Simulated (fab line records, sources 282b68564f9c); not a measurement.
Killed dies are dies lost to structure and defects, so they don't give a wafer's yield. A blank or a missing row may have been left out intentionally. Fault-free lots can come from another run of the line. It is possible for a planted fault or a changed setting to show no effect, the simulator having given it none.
Which tool was responsible?    flow rit-cmos    at 1 step of a route of 202, 7 lots with 21 wafers sampled

== WHAT EACH GAUGE READ, for each wafer ==
RIT_PRETRO_TW_MEAS_10.
lot   measured     on             PRETRO_TW
L719  day 3 01:34  film-metro-02  474 473 475
L725  day 4 06:08  film-metro-03  468 468 467
L728  day 4 21:17  film-metro-03  467 471 468
L730  day 5 07:11  film-metro-02  476 477 473
L733  day 6 00:35  film-metro-04  470 471 469
L736  day 6 13:04  film-metro-04  470 470 468
L739  day 7 06:05  film-metro-04  472 473 474

== WHICH TOOL RAN EACH LOT (tool, then ch and the chambers of the sampled wafers, then the start) ==
Record: no process step prior to these readings.

== THE ANSWER, worked out from the rows above alone ==
Rule: the usual values come from the lots themselves. Put in order of their means at a reading, lots are off if they are a third of the lots or fewer, leave a main group of 4 or more, and stand apart from it by a gap of 3 or more times the standard deviation of the main group's means; of several such gaps the widest counts. If all means in a main group match to the digits the tables above print for the reading, that group is not used. A lot without any number at a reading at which 4 lots or more have one is off too. The other lots that the step has rows for count as sound.
Nothing can be told from this: no lot is off at any reading shown.

== WHAT THE SIMULATOR PUT IN ==
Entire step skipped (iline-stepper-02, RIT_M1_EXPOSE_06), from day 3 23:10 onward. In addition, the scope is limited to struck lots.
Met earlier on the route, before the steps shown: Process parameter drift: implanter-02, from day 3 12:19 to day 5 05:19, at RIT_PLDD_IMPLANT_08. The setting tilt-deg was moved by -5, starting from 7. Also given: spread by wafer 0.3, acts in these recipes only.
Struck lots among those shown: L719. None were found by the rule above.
